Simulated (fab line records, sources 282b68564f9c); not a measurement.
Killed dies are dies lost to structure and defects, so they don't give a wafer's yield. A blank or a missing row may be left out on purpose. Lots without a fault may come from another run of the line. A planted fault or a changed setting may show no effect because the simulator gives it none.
One fault seen from 2 desks | flow rit_cmos | each desk has only its own numbers; what lay behind them comes last

THE TOOL OWNER'S DESK: litho_track-01
The tool's own readings at RIT_PSD_COAT_01 (resist thk 1000 nm): means of the sampled wafers that have a number, for each lot that ran on this tool. A lot is out of limits, marked OUT, if its mean lies more than 4 standard deviations from the usual mean; the brackets give that distance.
Columns: A = exhaust_pa at RIT_PSD_COAT_01, usual 44.7 Pa; B = spin_speed_rpm at RIT_PSD_COAT_01, usual 3249.8 rpm
lot  | first seen here | A    | B
L829 | day 5 12:58     | 45.2 | 3916.7 (+99 or more) OUT
L830 | day 5 15:48     | 44.7 | 3916.1 (+99 or more) OUT
This desk's finding: out of limits on L829, L830; first on L829, day 5 12:58 (spin_speed_rpm at RIT_PSD_COAT_01). In limits: none.

THE METROLOGY DESK
What the gauges read, lot by lot, whatever tool the lot ran on: means of the sampled wafers that have a number. A lot is out of limits, marked OUT, if its mean lies more than 4 standard deviations from the usual mean; the brackets give that distance.
Columns: A = NSD_OVL at RIT_NSD_OVL_MEAS_06, usual 0.7 nm; B = NSD_TW at RIT_NSD_TW_MEAS_10, usual 3125; C = PSD_OVL at RIT_PSD_OVL_MEAS_06, usual 1.0 nm
lot  | first seen here | A    | B    | C
L818 | day 3 04:26     | 0.9  | 3115 | 0.7
L819 | day 3 07:05     | -1.0 | 3128 | 0.9
L829 | day 5 12:15     | 0.4  | 3117 | 0.7
L830 | day 5 15:05     | -0.3 | 3116 | 3.7
L835 | day 6 19:29     | 0.5  | 3127 | 0.2
L839 | day 7 20:01     | 0.1  | 3169 | -0.1
This desk's finding: nothing out of limits on any of the 6 lots.

PUT TOGETHER
The tool owner's desk could have raised an alarm at day 5 12:58, on L829, L830.
The metrology desk saw nothing out of limits.
The metrology desk has L829, L830 on record, within its limits.
Of the lots named, all ran RIT_PSD_COAT_01 on litho_track-01.

WHAT THE SIMULATOR HAD PUT IN
Process parameter drift: litho_track-01, from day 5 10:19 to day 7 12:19, at RIT_PSD_COAT_01. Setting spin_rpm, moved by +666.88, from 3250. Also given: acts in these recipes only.
Lots struck among those shown: L829, L830.
Hours from the fault's start to each desk's first reading out of limits: the tool owner's desk, 3.
